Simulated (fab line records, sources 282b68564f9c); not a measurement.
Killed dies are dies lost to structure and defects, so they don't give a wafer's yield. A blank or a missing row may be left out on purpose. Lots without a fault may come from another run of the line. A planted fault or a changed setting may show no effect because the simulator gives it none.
Which tool did it? | flow rit_cmos | 7 lots, 21 wafers sampled, at 1 step of a route of 202

WHAT THE GAUGES READ, wafer by wafer
RIT_GATE_OVL_MEAS_17.
lot  | measured    | on         | GATE_OVL (nm)
L133 | day 2 18:05 | overlay-02 | -0.9 -1.7 -0.6
L135 | day 3 05:37 | overlay-02 | 2.5 2.8 3.0
L137 | day 3 15:54 | overlay-02 | 0.7 1.0 2.3
L146 | day 5 16:47 | overlay-02 | -3.0 -1.5 -1.0
L149 | day 6 08:03 | overlay-02 | -2.6 -1.6 -0.5
L152 | day 6 20:20 | overlay-02 | -3.3 -3.0 -2.1
L155 | day 7 09:43 | overlay-01 | 0.0 0.3 0.8

WHICH TOOL RAN EACH LOT (tool, then ch and the chambers of the sampled wafers, then the start)
The record holds no process step before these readings.

THE ANSWER, worked out from the rows above alone
Rule: what is usual is taken from the lots themselves. Put in order of their means at a reading, lots are off if they are a third of the lots or fewer, leave a main group of 4 or more, and stand apart from it by a gap of 3 or more times the standard deviation of the main group's means; of several such gaps the widest counts. A main group whose means are all the same, to the digits that the tables above print for the reading, isn't used. A lot without any number at a reading at which 4 lots or more have one is off too. The other lots that the step has rows for count as sound.
No lot is off at any reading shown: from this, nothing can be told.

WHAT THE SIMULATOR HAD PUT IN
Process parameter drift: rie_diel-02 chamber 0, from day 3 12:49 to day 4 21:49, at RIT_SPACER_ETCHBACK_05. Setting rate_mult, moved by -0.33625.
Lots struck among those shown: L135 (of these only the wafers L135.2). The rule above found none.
